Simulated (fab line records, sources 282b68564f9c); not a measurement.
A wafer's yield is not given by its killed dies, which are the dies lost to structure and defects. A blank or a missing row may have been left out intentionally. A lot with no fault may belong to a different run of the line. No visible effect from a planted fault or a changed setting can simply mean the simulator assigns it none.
Chamber matching	flow rit cmos	RIT_CONTACT_ETCH_11 on rie diel-04 has 4 sister chambers
The step etches SiO2 in CHF3/CF4/Ar, stops on TiSi2, target depth 480 nm, time 320 s. 4 wafers are shown with their chamber, then 10 later ones without.

== EACH WAFER AND ITS CHAMBER ==
wafer	chamber	drypump motor current A (A)
L333.1	3	5.6
L334.1	2	5.3
L335.1	0	6.5
L335.3	1	5.1

== WAFERS WHOSE CHAMBER IS MISSING ==
wafer	drypump motor current A (A)
L335.4	5.3
L340.1	5.1
L340.5	5.1
L340.6	5.3
L343.3	5.6
L343.4	5.1
L343.5	6.4
L345.2	5.1
L345.5	5.1
L345.6	5.3

== CHAMBER TAKEN BY EACH ==
wafer	from the rows above	in truth
L335.4	2	2
L340.1	1	1
L340.5	1	1
L340.6	2	2
L343.3	3	3
L343.4	1	1
L343.5	0	0
L345.2	1	1
L345.5	1	1
L345.6	2	2
Correct placement for 10 of the 10. From these rows, 0 cannot be placed. 0 placed wrongly.
How it was worked out, from the rows above alone: a wafer's distance from a chamber is the root of the sum, over the readings, of the square of ((its reading less the chamber's mean) divided by the reading's scatter). The wafer belongs to the nearest chamber; if the next one is less than 2 further off, it can't be placed. The mean given for a chamber averages the wafers shown for that chamber. The scatter: with one shown wafer a chamber, the root of the mean of the squares of how far each hidden wafer lies from its nearest shown one.
